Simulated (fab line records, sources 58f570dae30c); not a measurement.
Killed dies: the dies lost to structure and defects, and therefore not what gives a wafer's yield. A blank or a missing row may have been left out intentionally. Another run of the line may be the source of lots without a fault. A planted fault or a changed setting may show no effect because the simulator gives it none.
Check for tools in common    flow berkeley-cmos170    39 wafers sampled across 13 lots

## WHY THIS WAS OPENED
On 1 of the 13 lots, a flag is raised at UCB170_GATE_CD_MEAS_12 on the reading cd-nm. Wafers without a fault read 350.1 nm, standard deviation 1.2.
Rule: a lot gets a flag if all its wafers with a number sit over 4 standard deviations from that mean, or if no wafer of it has a number. As for the other lots, they are considered sound.

lot   measured      on         cd-nm (nm), wafer by wafer  flag
L801  day 6 14:44   cd-sem-02  352.0 351.3 351.2           
L802  day 7 14:52   cd-sem-02  350.7 350.4 350.4           
L803  day 7 19:38   cd-sem-01  350.1 349.4 348.9           
L806  day 7 19:46   cd-sem-01  351.1 350.5 350.4           
L805  day 7 20:00   cd-sem-01  349.0 348.3 349.0           
L808  day 8 18:43   cd-sem-02  279.8 280.2 279.7           FLAGGED
L817  day 10 03:48  cd-sem-01  352.3 351.6 352.1           
L816  day 10 03:59  cd-sem-02  352.3 350.3 353.4           
L818  day 10 21:09  cd-sem-01  348.1 348.2 350.2           
L819  day 10 21:17  cd-sem-02  350.4 350.1 351.2           
L823  day 11 07:49  cd-sem-02  349.7 349.7 349.9           
L821  day 11 08:06  cd-sem-02  350.7 348.1 350.5           
L824  day 12 03:02  cd-sem-01  347.1 348.2 347.3           
Average over the flagged lots: 279.9 nm; offset from the usual -70.2 nm, equal to -59 standard deviations.

## EACH LOT AND THE TOOL IT RAN ON
The record keeps 1 process step preceding the reading, out of 331 steps on the route. In each cell: the tool, then ch and the chambers that the sampled wafers went through, then the start.
lot   flag     UCB170_GATE_EXPOSE_09
L801           krf-scanner-02 ch 0, day 6 14:19
L802           krf-scanner-02 ch 0, day 7 14:28
L803           krf-scanner-02 ch 0, day 7 18:55
L806           krf-scanner-02 ch 0, day 7 19:07
L805           krf-scanner-01 ch 0, day 7 19:29
L808  FLAGGED  krf-scanner-02 ch 0, day 8 18:17
L817           krf-scanner-02 ch 0, day 10 03:25
L816           krf-scanner-02 ch 0, day 10 03:31
L818           krf-scanner-01 ch 0, day 10 20:38
L819           krf-scanner-02 ch 0, day 10 20:53
L823           krf-scanner-02 ch 0, day 11 07:14
L821           krf-scanner-02 ch 0, day 11 07:43
L824           krf-scanner-01 ch 0, day 12 02:38
What these steps do:
- UCB170_GATE_EXPOSE_09: exposes mask POLY, target cd 350 nm.
- UCB170_GATE_CD_MEAS_12: target cd 350 nm.

## FLAGGED OVER TOTAL, TOOL BY TOOL (the gauges that took the reading come last)
step                    tool            lots run  flagged  share of the flagged lots  sound lots run after its first flagged lot
UCB170_GATE_EXPOSE_09   krf-scanner-01  3         0        none                       -
UCB170_GATE_EXPOSE_09   krf-scanner-02  10        1        all                        5 (L817,L816,L819,L823,L821)
UCB170_GATE_CD_MEAS_12  cd-sem-01       6         0        none                       -
UCB170_GATE_CD_MEAS_12  cd-sem-02       7         1        all                        4 (L816,L819,L823,L821)

## WHAT THE TABLE PERMITS
Rows of the table that ran all the flagged lots, 2 in number: krf-scanner-02 at UCB170_GATE_EXPOSE_09; cd-sem-02 at UCB170_GATE_CD_MEAS_12.
- krf-scanner-02 at UCB170_GATE_EXPOSE_09: 1 of its 10 lots flagged. After the first flagged lot (L817, L816, L819, L823, L821), sound lots still ran on it; a lasting fault on the whole tool would not permit that.
- cd-sem-02 at UCB170_GATE_CD_MEAS_12: 1 of its 7 lots flagged. After the first flagged lot (L816, L819, L823, L821), sound lots still ran on it; a lasting fault on the whole tool would not permit that.
Not one row of the table ran every flagged lot while running no sound lot after the first.

## WHAT THE SIMULATOR HAD INSERTED
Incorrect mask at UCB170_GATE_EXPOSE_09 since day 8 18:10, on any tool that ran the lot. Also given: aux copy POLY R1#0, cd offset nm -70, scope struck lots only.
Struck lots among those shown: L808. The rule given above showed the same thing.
